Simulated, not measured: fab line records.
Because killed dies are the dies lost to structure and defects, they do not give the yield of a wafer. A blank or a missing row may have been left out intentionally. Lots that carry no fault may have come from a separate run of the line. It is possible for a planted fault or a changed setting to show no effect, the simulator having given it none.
Split-lot experiment | flow rit_cmos | route with 202 steps; 5 lots, 23 wafers read

== THE SPLIT ==
At RIT_SDANNEAL_RTA_03 (time 5 s), the setting time_s was moved away from the recipe's 5 s on 8 of the 23 wafers read, by -12.6% to +9.0%. For the rest of the wafers, this setting stayed at what the recipe calls for.

== BETWEEN THE SPLIT AND THE READING: the file shows 1 step in between ==
- RIT_SDANNEAL_RS_MEAS_04: measures by four-point-probe

== THE READING ==
PLDD_RS, in ohm/sq, at RIT_SDANNEAL_RS_MEAS_06 (measures by four-point-probe). Fault-free wafers of this fab line usually give 178.5 ohm/sq, standard deviation 0.44 ohm/sq.

wafer  | tool, chamber at the split | time_s as run, s | against the recipe | PLDD_RS, ohm/sq | against lot-mates on the recipe
L074.2 | rtp_anneal-01, 0           | 5                | recipe             | 179.0           | -
L074.4 | rtp_anneal-01, 0           | 5                | recipe             | 178.3           | -
L074.6 | rtp_anneal-01, 0           | 5                | recipe             | 178.7           | -
L078.2 | rtp_anneal-01, 0           | 5.428            | +8.6%              | 177.4           | -1.2
L078.3 | rtp_anneal-01, 0           | 5                | recipe             | 178.6           | -
L078.4 | rtp_anneal-01, 0           | 5.428            | +8.6%              | 177.2           | -1.4
L078.5 | rtp_anneal-01, 0           | 5                | recipe             | 178.5           | -
L078.6 | rtp_anneal-01, 0           | 5                | recipe             | 178.6           | -
L079.1 | rtp_anneal-02, 0           | 4.368            | -12.6%             | 180.2           | +1.5
L079.2 | rtp_anneal-02, 0           | 5                | recipe             | 178.9           | -
L079.3 | rtp_anneal-02, 0           | 5                | recipe             | 178.5           | -
L079.4 | rtp_anneal-02, 0           | 4.368            | -12.6%             | 180.6           | +1.9
L079.5 | rtp_anneal-02, 0           | 4.368            | -12.6%             | 180.7           | +2.0
L080.1 | rtp_anneal-01, 0           | 5                | recipe             | 177.5           | -
L080.2 | rtp_anneal-01, 0           | 5.448            | +9.0%              | 176.1           | -1.6
L080.3 | rtp_anneal-01, 0           | 5.448            | +9.0%              | 176.5           | -1.2
L080.5 | rtp_anneal-01, 0           | 5                | recipe             | 177.8           | -
L080.6 | rtp_anneal-01, 0           | 5.448            | +9.0%              | 176.6           | -1.1
L081.2 | rtp_anneal-02, 0           | 5                | recipe             | 178.0           | -
L081.3 | rtp_anneal-02, 0           | 5                | recipe             | 178.3           | -
L081.4 | rtp_anneal-02, 0           | 5                | recipe             | 177.9           | -
L081.5 | rtp_anneal-02, 0           | 5                | recipe             | 178.0           | -
L081.6 | rtp_anneal-02, 0           | 5                | recipe             | 177.9           | -

FIT RESULTS
A straight line over all 23 wafers: PLDD_RS changes by -0.175 ohm/sq for each +1% of time_s; r = -0.94; the points scatter about the line by 0.42 ohm/sq.
The same after taking each lot's own level away (the mean of its wafers on the recipe; 23 wafers): -0.143 ohm/sq for each +1%; r = -0.98; scatter 0.19 ohm/sq.
That fit puts the effect of the largest move of time_s on the reading at 1.8 ohm/sq.
Across the lots, their own levels run from 177.65 to 178.70 ohm/sq, a range of 2.4 times the standard deviation given above.
So the slope is not independent of the lot-to-lot level: the two fits are not the same.
Check: +1.89 ohm/sq against its lot-mates is what the line predicts for one of the wafers moved furthest among these (-12.6%) when that wafer is left out of the fit. Against them it came out at +1.5 ohm/sq.

== ADDITIONAL SPLITS CARRIED BY THESE WAFERS ==
Before the reading, these wafers also passed through other splits. Each is held against what the fit with the lots' levels taken away leaves over:
other split on the same wafers   | wafers away from the commonest value | r with PLDD_RS (lot level and that fit taken away)
RIT_GATE_EXPOSE_13 dose_mj       | 4                                    | -0.06
RIT_NLDD_COAT_01 resist_thk_nm   | 11                                   | +0.38
RIT_NLDD_IMPLANT_08 dose_cm2     | 10                                   | +0.07
RIT_PLDD_COAT_01 spin_rpm        | 5                                    | -0.08
RIT_SPACER_CVD_03 pressure_mtorr | 10                                   | +0.06
RIT_NSD_IMPLANT_08 energy_kev    | 7                                    | -0.16

== THE WHOLE CHAIN: every reading that the file lists as answering this split, in the file's order ==
step                    | what it does                 | reading | change (the file's fit)            | r (the file's)
RIT_SDANNEAL_RS_MEAS_04 | measures by four-point-probe | PSD_RS  | -0.139 for each +1% of the setting | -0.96
RIT_SDANNEAL_RS_MEAS_06 | measures by four-point-probe | PLDD_RS | -0.144 for each +1% of the setting | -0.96

== THE FILE'S OWN FIT ==
PLDD_RS changes by -0.144 ohm/sq for each +1% of time_s, r = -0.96.
